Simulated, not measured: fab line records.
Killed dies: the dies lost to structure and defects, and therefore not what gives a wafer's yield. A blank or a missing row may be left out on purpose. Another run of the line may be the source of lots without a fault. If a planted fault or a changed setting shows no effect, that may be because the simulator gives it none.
What tool caused it? + flow ritCmos + 15 lots with 45 wafers sampled at 4 steps, on a route of 202 steps

WHAT EACH GAUGE READ, for each wafer
RIT_PWELL_OVL_MEAS_06.
| lot  | measured    | on         | PWELL_OVL (nm) |
|------|-------------|------------|----------------|
| L772 | day 2 07:59 | overlay-02 | -2.8 0.5 1.9   |
| L773 | day 2 15:13 | overlay-01 | 0.3 -1.4 -1.4  |
| L775 | day 3 00:55 | overlay-02 | 1.0 -0.1 0.1   |
| L777 | day 3 07:14 | overlay-02 | 0.1 1.7 1.4    |
| L776 | day 3 07:40 | overlay-02 | 0.5 1.3 2.1    |
| L780 | day 3 20:11 | overlay-01 | 0.2 -0.1 -1.4  |
| L781 | day 3 22:34 | overlay-02 | -0.7 -1.7 -1.9 |
| L782 | day 4 01:08 | overlay-01 | 0.7 -1.3 -0.9  |
| L783 | day 4 10:41 | overlay-02 | -0.1 -0.7 -0.5 |
| L784 | day 4 13:31 | overlay-02 | -0.4 -1.6 -0.3 |
| L786 | day 4 22:47 | overlay-01 | -2.6 0.4 -0.1  |
| L789 | day 5 12:24 | overlay-01 | -0.1 -0.2 -1.5 |
| L793 | day 6 14:43 | overlay-01 | 1.7 0.5 1.1    |
| L794 | day 6 16:05 | overlay-01 | -1.7 -1.6 -1.4 |
| L795 | day 6 19:55 | overlay-01 | 1.7 0.1 -0.1   |

RIT_NLDD_OVL_MEAS_06.
| lot  | measured    | on         | NLDD_OVL (nm)        |
|------|-------------|------------|----------------------|
| L772 | day 3 13:46 | overlay-02 | 0.3 -0.1 -1.2        |
| L773 | day 3 20:28 | overlay-01 | -0.3 -0.1 -0.7       |
| L775 | day 4 01:30 | overlay-02 | -0.7 0.4 0.3         |
| L777 | day 4 06:11 | overlay-02 | 1.7 -1.5 1.2         |
| L776 | day 4 06:28 | overlay-01 | -0.5 0.0 -0.4        |
| L780 | day 4 17:18 | overlay-02 | 1.0 0.0 -0.9         |
| L781 | day 4 20:40 | overlay-01 | -299.3 -298.4 -300.3 |
| L782 | day 5 02:31 | overlay-02 | 0.5 2.0 1.5          |
| L783 | day 5 06:45 | overlay-01 | -302.3 -300.9 -300.2 |
| L784 | day 5 11:34 | overlay-01 | -302.6 -300.3 -300.4 |
| L786 | day 5 22:45 | overlay-02 | 1.4 0.5 -0.4         |
| L789 | day 6 14:52 | overlay-02 | -0.8 0.2 1.2         |
| L793 | day 7 12:50 | overlay-01 | 1.7 0.1 -0.5         |
| L794 | day 7 14:11 | overlay-02 | -0.4 0.4 0.4         |
| L795 | day 7 17:35 | overlay-02 | -0.4 0.9 -0.1        |

RIT_PLDD_OVL_MEAS_06.
| lot  | measured    | on         | PLDD_OVL (nm)  |
|------|-------------|------------|----------------|
| L772 | day 3 15:11 | overlay-02 | -1.9 1.5 -1.2  |
| L773 | day 3 22:16 | overlay-02 | 2.4 0.1 1.6    |
| L775 | day 4 02:59 | overlay-01 | -1.5 -0.9 -1.2 |
| L777 | day 4 07:55 | overlay-02 | -0.9 1.5 -0.7  |
| L776 | day 4 08:14 | overlay-01 | -0.2 -0.6 -1.1 |
| L780 | day 4 18:46 | overlay-02 | 0.4 1.9 -0.1   |
| L781 | day 4 22:10 | overlay-01 | 0.5 1.5 3.2    |
| L782 | day 5 04:06 | overlay-01 | -0.5 0.4 1.0   |
| L783 | day 5 08:38 | overlay-02 | 0.6 1.4 1.4    |
| L784 | day 5 12:59 | overlay-01 | -0.2 0.7 0.5   |
| L786 | day 6 00:10 | overlay-02 | -0.3 -2.5 -2.3 |
| L789 | day 6 16:17 | overlay-02 | 0.6 -0.5 2.7   |
| L793 | day 7 14:16 | overlay-01 | -0.6 -0.5 1.1  |
| L794 | day 7 15:37 | overlay-02 | 0.3 -0.9 -1.1  |
| L795 | day 7 19:00 | overlay-01 | 0.1 3.0 0.9    |

WHICH TOOL RAN EACH LOT (tool, then ch and the chambers of the sampled wafers, then the start)
| lot  | RIT_NLDD_EXPOSE_03                |
|------|-----------------------------------|
| L772 | ilineStepper-02 ch 0, day 3 13:23 |
| L773 | ilineStepper-01 ch 0, day 3 20:00 |
| L775 | ilineStepper-02 ch 0, day 4 01:07 |
| L777 | ilineStepper-01 ch 0, day 4 05:47 |
| L776 | ilineStepper-02 ch 0, day 4 06:02 |
| L780 | ilineStepper-02 ch 0, day 4 16:54 |
| L781 | ilineStepper-01 ch 0, day 4 20:17 |
| L782 | ilineStepper-02 ch 0, day 5 02:07 |
| L783 | ilineStepper-01 ch 0, day 5 06:23 |
| L784 | ilineStepper-01 ch 0, day 5 11:11 |
| L786 | ilineStepper-02 ch 0, day 5 22:23 |
| L789 | ilineStepper-02 ch 0, day 6 14:28 |
| L793 | ilineStepper-02 ch 0, day 7 12:26 |
| L794 | ilineStepper-02 ch 0, day 7 13:47 |
| L795 | ilineStepper-02 ch 0, day 7 17:11 |
- RIT_NLDD_EXPOSE_03: exposes mask M7, target cd 40700 nm.

AS READ BY THE TOOLS THEMSELVES (means over the sampled wafers that have a number; for cases with no such wafer, the mark the record gives instead)
RIT_NLDD_EXPOSE_03.
| lot  | tool            | focusOffsetNm (nm) |
|------|-----------------|--------------------|
| L772 | ilineStepper-02 | 0.0                |
| L773 | ilineStepper-01 | 0.4                |
| L775 | ilineStepper-02 | -0.9               |
| L777 | ilineStepper-01 | -0.3               |
| L776 | ilineStepper-02 | 0.6                |
| L780 | ilineStepper-02 | 0.3                |
| L781 | ilineStepper-01 | 0.3                |
| L782 | ilineStepper-02 | 0.4                |
| L783 | ilineStepper-01 | -0.1               |
| L784 | ilineStepper-01 | -0.1               |
| L786 | ilineStepper-02 | -0.4               |
| L789 | ilineStepper-02 | 0.2                |
| L793 | ilineStepper-02 | 0.4                |
| L794 | ilineStepper-02 | -0.5               |
| L795 | ilineStepper-02 | 0.2                |

THE ANSWER, worked out from the rows above alone
Rule: usual is defined by the lots themselves. Put in order of their means at a reading, lots are off if they are a third of the lots or fewer, leave a main group of 4 or more, and stand apart from it by a gap of 3 or more times the standard deviation of the main group's means; of several such gaps the widest counts. If all means in a main group match to the digits the tables above print for the reading, that group is not used. A lot without any number at a reading at which 4 lots or more have one is off too. Any other lot the step has rows for is counted as sound. After the gauges, taken in route order, come the tools' own readings; for these a lot's mean is taken, as printed above. At the first step where some lot is off, the reading lying furthest off is the one used; lots without a number count as furthest.
Off: L781, L783, L784, at RIT_NLDD_OVL_MEAS_06 (NLDD_OVL). Main group: mean 0.2 nm, sd 0.45.
A tool fits if, at a process step before that reading, it ran every lot that is off, and no sound lot after the first of them. Those tools and the gauges at RIT_NLDD_OVL_MEAS_06 are tried in the same way. One fits: RIT_NLDD_EXPOSE_03 on ilineStepper-01. Its last sound lot is L777 (day 4 05:47), its first lot that is off L781 (day 4 20:17): a fault that began between those two fits.

WHAT HAD BEEN PUT IN BY THE SIMULATOR
Scanner matching overlay: ilineStepper-01, from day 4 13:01 on, at RIT_NLDD_EXPOSE_03. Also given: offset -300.
Lots struck among those shown: L781, L783, L784. Same finding as the rule above.
